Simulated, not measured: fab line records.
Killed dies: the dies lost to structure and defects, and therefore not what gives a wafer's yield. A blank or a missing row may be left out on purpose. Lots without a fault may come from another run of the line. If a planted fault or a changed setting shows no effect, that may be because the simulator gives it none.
fab line records :: flow rit-cmos
record
  lots=14
  wafers=42
  last-day=7
route steps=202 shown NRETRO@61 M1@202
lots that met no fault: from a run of the same line without faults
start-h: hours from the record's opening day to when the first of the lot's shown wafers began :: wait-h: time in hours since the lot's previous step :: " the same as in the row above :: L1.1+2: a row that stands for several wafers :: - no value, or no start given :: * or withheld: withheld :: < > ~ a bound
route shown NAME@n: names a module that has steps shown in the file, with the first one's number in the route :: usual: mean/standard deviation of fault-free wafers :: same: alike in all rows :: chamber/n: place in a boat :: sites: each site's reading :: _std_site: their standard deviation :: _edge_site: the outer-site mean with the inner-site mean subtracted :: radius-mm: for every site, how far away it sits from the centre of the wafer :: mask NAME#n: copy n :: behind: the tool/chamber that last shaped the wafer :: hold: the reason the lot was held/the length of the hold in hours/how it ended :: device: whichever transistor did not switch (one of n, p or np) :: end of line: tests of these same wafers at the route's end :: a step with no rows: only its recipe :: killed: not the wafer's yield, but the dies lost to structure and defects at the first sort :: map: dies across one wafer; x = killed, . = not, _ = none there
set.NAME: the setting the step ran with; set.NAME@STEP: the setting that earlier step ran with :: model.NAME: the simulator's own value behind a step, which no gauge read
one table for each step of the route and one row for each wafer, over a sample of lots
services: a tool's chamber out of use, with start hour (start-h, from the record's first day; less than 0 if before it), hours out, and reason
## steps
# step RIT_NRETRO_IMPLANT_08
# recipe
  species=P
  energy-kev=70
  dose-cm2=1e+13
  tilt-deg=7
# usual
  beam-energy-keV=69.996/0.023
lot.wafer: L888.2
tool: implanter-01
chamber: 0
start-h: 30.44
wait-h: 0.2
beam-energy-keV: 70.019

lot.wafer: L888.3
tool: implanter-01
chamber: 0
start-h: 30.44
wait-h: 0.2
beam-energy-keV: 69.983

lot.wafer: L888.5
tool: implanter-01
chamber: 0
start-h: 30.44
wait-h: 0.2
beam-energy-keV: 69.961

lot.wafer: L889.4
tool: implanter-02
chamber: 0
start-h: 38.62
wait-h: 0.2
beam-energy-keV: 70.018

lot.wafer: L889.5
tool: implanter-02
chamber: 0
start-h: 38.62
wait-h: 0.2
beam-energy-keV: 70.004

lot.wafer: L889.6
tool: implanter-02
chamber: 0
start-h: 38.62
wait-h: 0.2
beam-energy-keV: 70.015

lot.wafer: L891.1
tool: implanter-01
chamber: 0
start-h: 45.14
wait-h: 0.2
beam-energy-keV: 69.996

lot.wafer: L891.4
tool: implanter-01
chamber: 0
start-h: 45.14
wait-h: 0.2
beam-energy-keV: 69.993

lot.wafer: L891.5
tool: implanter-01
chamber: 0
start-h: 45.14
wait-h: 0.2
beam-energy-keV: 69.969

lot.wafer: L892.1
tool: implanter-03
chamber: 0
start-h: 52.71
wait-h: 0.2
beam-energy-keV: 70.002

lot.wafer: L892.2
tool: implanter-03
chamber: 0
start-h: 52.71
wait-h: 0.2
beam-energy-keV: 69.987

lot.wafer: L892.5
tool: implanter-03
chamber: 0
start-h: 52.71
wait-h: 0.2
beam-energy-keV: 69.969

lot.wafer: L893.3
tool: implanter-03
chamber: 0
start-h: 55.63
wait-h: 0.2
beam-energy-keV: 69.992

lot.wafer: L893.5
tool: implanter-03
chamber: 0
start-h: 55.63
wait-h: 0.2
beam-energy-keV: 69.997

lot.wafer: L893.6
tool: implanter-03
chamber: 0
start-h: 55.63
wait-h: 0.2
beam-energy-keV: 70.003

lot.wafer: L894.2
tool: implanter-03
chamber: 0
start-h: 59.35
wait-h: 0.2
beam-energy-keV: 70.000

lot.wafer: L894.4
tool: implanter-03
chamber: 0
start-h: 59.35
wait-h: 0.2
beam-energy-keV: 69.984

lot.wafer: L894.6
tool: implanter-03
chamber: 0
start-h: 59.35
wait-h: 0.2
beam-energy-keV: 69.977

lot.wafer: L895.1
tool: implanter-03
chamber: 0
start-h: 65.07
wait-h: 0.2
beam-energy-keV: 69.994

lot.wafer: L895.3
tool: implanter-03
chamber: 0
start-h: 65.07
wait-h: 0.2
beam-energy-keV: 69.979

lot.wafer: L895.6
tool: implanter-03
chamber: 0
start-h: 65.07
wait-h: 0.2
beam-energy-keV: 70.013

lot.wafer: L896.2
tool: implanter-02
chamber: 0
start-h: 69.32
wait-h: 0.2
beam-energy-keV: 69.937

lot.wafer: L896.3
tool: implanter-02
chamber: 0
start-h: 69.32
wait-h: 0.2
beam-energy-keV: 69.986

lot.wafer: L896.4
tool: implanter-02
chamber: 0
start-h: 69.32
wait-h: 0.2
beam-energy-keV: 69.990

lot.wafer: L904.2
tool: implanter-03
chamber: 0
start-h: 111.87
wait-h: 0.2
beam-energy-keV: 65.928

lot.wafer: L904.5
tool: implanter-03
chamber: 0
start-h: 111.87
wait-h: 0.2
beam-energy-keV: 65.909

lot.wafer: L904.6
tool: implanter-03
chamber: 0
start-h: 111.87
wait-h: 0.2
beam-energy-keV: 65.899

lot.wafer: L905.1
tool: implanter-03
chamber: 0
start-h: 115.90
wait-h: 0.2
beam-energy-keV: 65.891

lot.wafer: L905.5
tool: implanter-03
chamber: 0
start-h: 115.90
wait-h: 0.2
beam-energy-keV: 65.911

lot.wafer: L905.6
tool: implanter-03
chamber: 0
start-h: 115.90
wait-h: 0.2
beam-energy-keV: 65.892

lot.wafer: L906.1
tool: implanter-01
chamber: 0
start-h: 119.66
wait-h: 0.2
beam-energy-keV: 70.006

lot.wafer: L906.2
tool: implanter-01
chamber: 0
start-h: 119.66
wait-h: 0.2
beam-energy-keV: 70.026

lot.wafer: L906.6
tool: implanter-01
chamber: 0
start-h: 119.66
wait-h: 0.2
beam-energy-keV: 70.014

lot.wafer: L907.2
tool: implanter-02
chamber: 0
start-h: 124.77
wait-h: 0.2
beam-energy-keV: 69.997

lot.wafer: L907.3
tool: implanter-02
chamber: 0
start-h: 124.77
wait-h: 0.2
beam-energy-keV: 70.005

lot.wafer: L907.6
tool: implanter-02
chamber: 0
start-h: 124.77
wait-h: 0.2
beam-energy-keV: 69.986

lot.wafer: L909.1
tool: implanter-01
chamber: 0
start-h: 136.18
wait-h: 0.2
beam-energy-keV: 70.015

lot.wafer: L909.2
tool: implanter-01
chamber: 0
start-h: 136.18
wait-h: 0.2
beam-energy-keV: 70.010

lot.wafer: L909.4
tool: implanter-01
chamber: 0
start-h: 136.18
wait-h: 0.2
beam-energy-keV: 70.041

lot.wafer: L911.3
tool: implanter-01
chamber: 0
start-h: 146.39
wait-h: 0.2
beam-energy-keV: 69.975

lot.wafer: L911.5
tool: implanter-01
chamber: 0
start-h: 146.39
wait-h: 0.2
beam-energy-keV: 69.982

lot.wafer: L911.6
tool: implanter-01
chamber: 0
start-h: 146.39
wait-h: 0.2
beam-energy-keV: 69.964
# step RIT_NRETRO_TW_MEAS_10
# usual
  NRETRO_TW=1050/5
lot.wafer: L888.2
tool: film-metro-02
chamber: -
start-h: 30.75
wait-h: 0.1
NRETRO_TW: 1046

lot.wafer: L888.3
tool: film-metro-02
chamber: -
start-h: 30.75
wait-h: 0.1
NRETRO_TW: 1049

lot.wafer: L888.5
tool: film-metro-02
chamber: -
start-h: 30.75
wait-h: 0.1
NRETRO_TW: 1055

lot.wafer: L889.4
tool: film-metro-04
chamber: -
start-h: 38.90
wait-h: 0.1
NRETRO_TW: 1059

lot.wafer: L889.5
tool: film-metro-04
chamber: -
start-h: 38.90
wait-h: 0.1
NRETRO_TW: 1052

lot.wafer: L889.6
tool: film-metro-04
chamber: -
start-h: 38.90
wait-h: 0.1
NRETRO_TW: 1048

lot.wafer: L891.1
tool: film-metro-02
chamber: -
start-h: 45.46
wait-h: 0.1
NRETRO_TW: 1047

lot.wafer: L891.4
tool: film-metro-02
chamber: -
start-h: 45.46
wait-h: 0.1
NRETRO_TW: 1053

lot.wafer: L891.5
tool: film-metro-02
chamber: -
start-h: 45.46
wait-h: 0.1
NRETRO_TW: 1048

lot.wafer: L892.1
tool: film-metro-04
chamber: -
start-h: 53.08
wait-h: 0.2
NRETRO_TW: 1054

lot.wafer: L892.2
tool: film-metro-04
chamber: -
start-h: 53.08
wait-h: 0.2
NRETRO_TW: 1056

lot.wafer: L892.5
tool: film-metro-04
chamber: -
start-h: 53.08
wait-h: 0.2
NRETRO_TW: 1054

lot.wafer: L893.3
tool: film-metro-03
chamber: -
start-h: 55.92
wait-h: 0.1
NRETRO_TW: 1056

lot.wafer: L893.5
tool: film-metro-03
chamber: -
start-h: 55.92
wait-h: 0.1
NRETRO_TW: 1053

lot.wafer: L893.6
tool: film-metro-03
chamber: -
start-h: 55.92
wait-h: 0.1
NRETRO_TW: 1055

lot.wafer: L894.2
tool: film-metro-04
chamber: -
start-h: 59.66
wait-h: 0.1
NRETRO_TW: 1055

lot.wafer: L894.4
tool: film-metro-04
chamber: -
start-h: 59.66
wait-h: 0.1
NRETRO_TW: 1050

lot.wafer: L894.6
tool: film-metro-04
chamber: -
start-h: 59.66
wait-h: 0.1
NRETRO_TW: 1051

lot.wafer: L895.1
tool: film-metro-02
chamber: -
start-h: 65.40
wait-h: 0.1
NRETRO_TW: 1054

lot.wafer: L895.3
tool: film-metro-02
chamber: -
start-h: 65.40
wait-h: 0.1
NRETRO_TW: 1055

lot.wafer: L895.6
tool: film-metro-02
chamber: -
start-h: 65.40
wait-h: 0.1
NRETRO_TW: 1049

lot.wafer: L896.2
tool: film-metro-03
chamber: -
start-h: 69.63
wait-h: 0.1
NRETRO_TW: 1056

lot.wafer: L896.3
tool: film-metro-03
chamber: -
start-h: 69.63
wait-h: 0.1
NRETRO_TW: 1057

lot.wafer: L896.4
tool: film-metro-03
chamber: -
start-h: 69.63
wait-h: 0.1
NRETRO_TW: 1055

lot.wafer: L904.2
tool: film-metro-03
chamber: -
start-h: 112.18
wait-h: 0.1
NRETRO_TW: 1038

lot.wafer: L904.5
tool: film-metro-03
chamber: -
start-h: 112.18
wait-h: 0.1
NRETRO_TW: 1032

lot.wafer: L904.6
tool: film-metro-03
chamber: -
start-h: 112.18
wait-h: 0.1
NRETRO_TW: 1040

lot.wafer: L905.1
tool: film-metro-03
chamber: -
start-h: 116.23
wait-h: 0.1
NRETRO_TW: 1035

lot.wafer: L905.5
tool: film-metro-03
chamber: -
start-h: 116.23
wait-h: 0.1
NRETRO_TW: 1030

lot.wafer: L905.6
tool: film-metro-03
chamber: -
start-h: 116.23
wait-h: 0.1
NRETRO_TW: 1034

lot.wafer: L906.1
tool: film-metro-04
chamber: -
start-h: 119.99
wait-h: 0.1
NRETRO_TW: 1048

lot.wafer: L906.2
tool: film-metro-04
chamber: -
start-h: 119.99
wait-h: 0.1
NRETRO_TW: 1047

lot.wafer: L906.6
tool: film-metro-04
chamber: -
start-h: 119.99
wait-h: 0.1
NRETRO_TW: 1051

lot.wafer: L907.2
tool: film-metro-02
chamber: -
start-h: 125.08
wait-h: 0.1
NRETRO_TW: 1044

lot.wafer: L907.3
tool: film-metro-02
chamber: -
start-h: 125.08
wait-h: 0.1
NRETRO_TW: 1046

lot.wafer: L907.6
tool: film-metro-02
chamber: -
start-h: 125.08
wait-h: 0.1
NRETRO_TW: 1045

lot.wafer: L909.1
tool: film-metro-03
chamber: -
start-h: 136.50
wait-h: 0.1
NRETRO_TW: 1045

lot.wafer: L909.2
tool: film-metro-03
chamber: -
start-h: 136.50
wait-h: 0.1
NRETRO_TW: 1046

lot.wafer: L909.4
tool: film-metro-03
chamber: -
start-h: 136.50
wait-h: 0.1
NRETRO_TW: 1049

lot.wafer: L911.3
tool: film-metro-03
chamber: -
start-h: 146.69
wait-h: 0.1
NRETRO_TW: 1052

lot.wafer: L911.5
tool: film-metro-03
chamber: -
start-h: 146.69
wait-h: 0.1
NRETRO_TW: 1057

lot.wafer: L911.6
tool: film-metro-03
chamber: -
start-h: 146.69
wait-h: 0.1
NRETRO_TW: 1049
# step RIT_M1_PROBE_99
# usual
  killed-at-front-end=7/3.1
  killed-dies=7/3.1
  killed-on-rim=1.6/1.3
  killed-open=3.5/2.2
  killed-short=3.3/1.9
# same
  gross-dies=264
  killed_at_M0_to_M3=0
  killed_at_M4_up=0
  killed-at-back-side=0
  killed-at-contacts=0
  killed-at-other=0
lot.wafer: L904.2
tool: prober-01
chamber: -
start-h: 138.85
wait-h: 0.1
killed-at-front-end: 12
killed-dies: 12
killed-on-rim: 4
killed-open: 6
killed-short: 6

lot.wafer: L904.5
tool: prober-01
chamber: -
start-h: 139.00
wait-h: 0.2
killed-at-front-end: 8
killed-dies: 8
killed-on-rim: 1
killed-open: 3
killed-short: 5

lot.wafer: L904.6
tool: prober-01
chamber: -
start-h: 139.05
wait-h: 0.2
killed-at-front-end: 6
killed-dies: 6
killed-on-rim: 3
killed-open: 3
killed-short: 3

lot.wafer: L905.1
tool: prober-02
chamber: -
start-h: 143.36
wait-h: 0.1
killed-at-front-end: 12
killed-dies: 12
killed-on-rim: 4
killed-open: 5
killed-short: 7

lot.wafer: L905.5
tool: prober-02
chamber: -
start-h: 143.56
wait-h: 0.2
killed-at-front-end: 3
killed-dies: 3
killed-on-rim: 1
killed-open: 2
killed-short: 1

lot.wafer: L905.6
tool: prober-02
chamber: -
start-h: 143.61
wait-h: 0.2
killed-at-front-end: 8
killed-dies: 8
killed-on-rim: 2
killed-open: 1
killed-short: 7

lot.wafer: L907.2
tool: prober-02
chamber: -
start-h: 154.61
wait-h: 0.1
killed-at-front-end: 5
killed-dies: 5
killed-on-rim: 1
killed-open: 2
killed-short: 3

lot.wafer: L907.3
tool: prober-02
chamber: -
start-h: 154.66
wait-h: 0.2
killed-at-front-end: 5
killed-dies: 5
killed-on-rim: 2
killed-open: 1
killed-short: 4

lot.wafer: L907.6
tool: prober-02
chamber: -
start-h: 154.81
wait-h: 0.2
killed-at-front-end: 5
killed-dies: 5
killed-on-rim: 2
killed-open: 1
killed-short: 4

lot.wafer: L909.1
tool: prober-02
chamber: -
start-h: 163.65
wait-h: 0.1
killed-at-front-end: 2
killed-dies: 2
killed-on-rim: 0
killed-open: 1
killed-short: 1

lot.wafer: L909.2
tool: prober-02
chamber: -
start-h: 163.70
wait-h: 0.1
killed-at-front-end: 8
killed-dies: 8
killed-on-rim: 3
killed-open: 6
killed-short: 2

lot.wafer: L909.4
tool: prober-02
chamber: -
start-h: 163.80
wait-h: 0.2
killed-at-front-end: 6
killed-dies: 6
killed-on-rim: 1
killed-open: 2
killed-short: 4
# killed by level:class
L904.2 GATE:geometric-particle:open=4 REOX:geometric-particle:short=3 GATE:geometric-particle:short=2 REOX:geometric-particle:open=2 SILICIDE:geometric-particle:short=1
L904.5 SPACER:geometric-particle:short=3 GATE:geometric-particle:open=2 GATE:geometric-particle:short=1 REOX:geometric-particle:short=1 SPACER:geometric-particle:open=1
L904.6 GATE:geometric-particle:short=3 SPACER:geometric-particle:open=3
L905.1 REOX:geometric-particle:short=4 GATE:geometric-particle:short=3 SILICIDE:geometric-particle:open=2 FOX1:geometric-particle:open=1 FOX2:geometric-particle:open=1 REOX:geometric-particle:open=1
L905.5 GATE:geometric-particle:open=2 REOX:geometric-particle:short=1
L905.6 GATE:geometric-particle:short=5 FOX1:geometric-particle:short=1 SILICIDE:geometric-particle:short=1 SILICIDE:geometric-particle:open=1
L907.2 SILICIDE:geometric-particle:short=2 REOX:geometric-particle:open=1 SPACER:geometric-particle:short=1 SILICIDE:geometric-particle:open=1
L907.3 FOX2:geometric-particle:short=1 GATE:geometric-particle:open=1 GATE:geometric-particle:short=1 SPACER:geometric-particle:short=1 SILICIDE:geometric-particle:short=1
L907.6 GATE:geometric-particle:short=2 SPACER:geometric-particle:short=2 SILICIDE:geometric-particle:open=1
L909.1 GATE:geometric-particle:open=1 GATE:geometric-particle:short=1
L909.2 FOX1:geometric-particle:open=2 GATE:geometric-particle:open=2 REOX:geometric-particle:open=2 FOX2:geometric-particle:short=1 REOX:geometric-particle:short=1
L909.4 GATE:geometric-particle:short=2 REOX:geometric-particle:short=2 REOX:geometric-particle:open=2
## services
tool: implanter-01
chamber: -
start-h: 7.11
hours: 3.5
kind: repair

tool: implanter-02
chamber: -
start-h: 22.78
hours: 11.7
kind: repair

tool: implanter-03
chamber: -
start-h: 30.22
hours: 1.1
kind: repair

tool: implanter-01
chamber: -
start-h: 38.01
hours: 2.9
kind: repair

tool: implanter-03
chamber: -
start-h: 79.07
hours: 1.1
kind: repair

tool: implanter-01
chamber: -
start-h: 108.82
hours: 1.0
kind: repair

tool: implanter-01
chamber: -
start-h: 113.45
hours: 3.3
kind: repair

tool: implanter-01
chamber: -
start-h: 124.49
hours: 5.1
kind: repair

tool: implanter-01
chamber: -
start-h: 140.37
hours: 3.2
kind: repair

tool: implanter-03
chamber: -
start-h: 142.94
hours: 0.9
kind: repair
## key
first-sign
  step=RIT_NRETRO_IMPLANT_08
  reading=beam-energy-keV
  direction=down
  sigmas=99+
  usual=69.996
  struck=65.905
effect
  step=RIT_NRETRO_TW_MEAS_10
  reading=NRETRO_TW
  direction=down
  sigmas=3
  usual=1050
  struck=1035
met-at RIT_NRETRO_IMPLANT_08
struck-lots L904,L905
tester-left-out L904,L905
onset-between 65.07 111.87
fault
  kind=process-parameter-drift
  tool=implanter-03
  chamber=-
  onset-h=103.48
  steps=RIT_NRETRO_IMPLANT_08
  channel=energy-kev
  offset=-4.0922
  shape=step
  end-h=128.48
  acts-in=these-recipes-only
  stated=70
# tester-left-out: of these lots the tester's yield and bins aren't shown, on N5 and GAA mostly nor the transistor test; their killed dies are dies lost to structure and defects alone, not to doping, threshold or leakage, so they don't give the yield
